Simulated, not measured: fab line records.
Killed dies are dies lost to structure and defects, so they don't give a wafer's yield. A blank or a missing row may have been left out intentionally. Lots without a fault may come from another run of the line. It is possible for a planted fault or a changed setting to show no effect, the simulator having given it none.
Problem report, 8D (eight disciplines) form, completed by code | flow berkeley cmos170 | the parts of the form that need people (team, actions taken, sign-off) are left out

1. THE ISSUE
At UCB170_SILICIDE_RTA_04, chamber o2 ppm averages 61.990 over 6 wafers from 2 lots, while fault-free wafers read 1.997, standard deviation 0.024. So: +99 or more standard deviations from the usual mean.
The step: time 15 s.
First observed at day 12 09:07: wafer L328.2, on rtp anneal-01. At this step, 18 wafers from 6 lots have a number in the record. By rule, "out" or "out of limits" means more than 4 standard deviations away from the usual mean. All remaining wafers that have a number are taken as sound.

2. WHAT IT IS, AND WHAT IT ISN'T
question                    | is                     | is not
which readings at this step | chamber o2 ppm         | lamp power pct, wafer_temp_C_max
which lots                  | L328, L329             | L324, L325, L326, L335
which wafers of those lots  | all that have a number | -
read on which tools         | rtp anneal-01          | rtp anneal-02
when                        | from day 12 09:07      | up to then (6 sound wafers); but 6 sound wafers of L326, L335 came after

3. SUSPECTS, AND WHAT RULES EACH OUT
Counting: any tool at a process step up to the reading is kept as a suspect provided that every lot that is out went through it and no sound lot did after the first of them.
- rtp anneal-02 at UCB170_SDANNEAL_RTA_00 (time 10 s): kept. It ran every lot that is out, first L328 (day 12 08:13), and no sound lot after that; its last sound lot up to then is L325 (day 11 06:44).
- rtp anneal-02 at UCB170_SDANNEAL_RTA_01 (time 5 s): kept. It ran every lot that is out, first L328 (day 12 08:17), and no sound lot after that; its last sound lot up to then is L325 (day 11 06:49).
- rtp anneal-01 at UCB170_SILICIDE_RTA_04 (time 15 s): kept. It ran every lot that is out, first L328 (day 12 09:07), and no sound lot after that; its last sound lot up to then is L324 (day 11 07:50). Its own readings are out on those wafers: chamber o2 ppm.
Left after counting: rtp anneal-02 at UCB170_SDANNEAL_RTA_00, rtp anneal-02 at UCB170_SDANNEAL_RTA_01, rtp anneal-01 at UCB170_SILICIDE_RTA_04.

4. THE CAUSE (what the simulator had put in)
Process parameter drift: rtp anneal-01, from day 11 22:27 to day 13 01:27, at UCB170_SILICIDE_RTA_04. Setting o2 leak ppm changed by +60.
Counting left 3 suspects, and this tool is among them.

5. THE CHAIN OF EFFECTS, in route order
One row per reading whose mean, taken over the struck wafers that have a number, lies over 3 standard deviations from the usual. Scope: only readings with a usual standard deviation given in the record; hours: median across lots of the time from each lot's start at the first step in this table that gives one to its start at this step; sigmas: change in usual standard deviations.
hours | step                   | reading        | usual | on struck wafers | change  | sigmas
0     | UCB170_SILICIDE_RTA_04 | chamber o2 ppm | 1.997 | 61.990           | +59.993 | +99 or more
Its process steps:
- UCB170_SILICIDE_RTA_04: time 15 s.
At these later measuring or inspecting steps, every struck wafer for which the step has a row has a number for every such reading, and none has moved that far: UCB170_CONTACT_THK_MEAS_02, UCB170_CONTACT_CD_MEAS_15, UCB170_CONTACT_OVL_MEAS_16, UCB170_CONTACT_CD_MEAS_90, UCB170_M1_RS_MEAS_01, UCB170_M1_THK_MEAS_02.

6. WHAT WOULD HAVE CAUGHT IT SOONER
First out-of-limits reading in this record: day 12 09:07, which is 11 hours after fault onset at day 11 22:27.
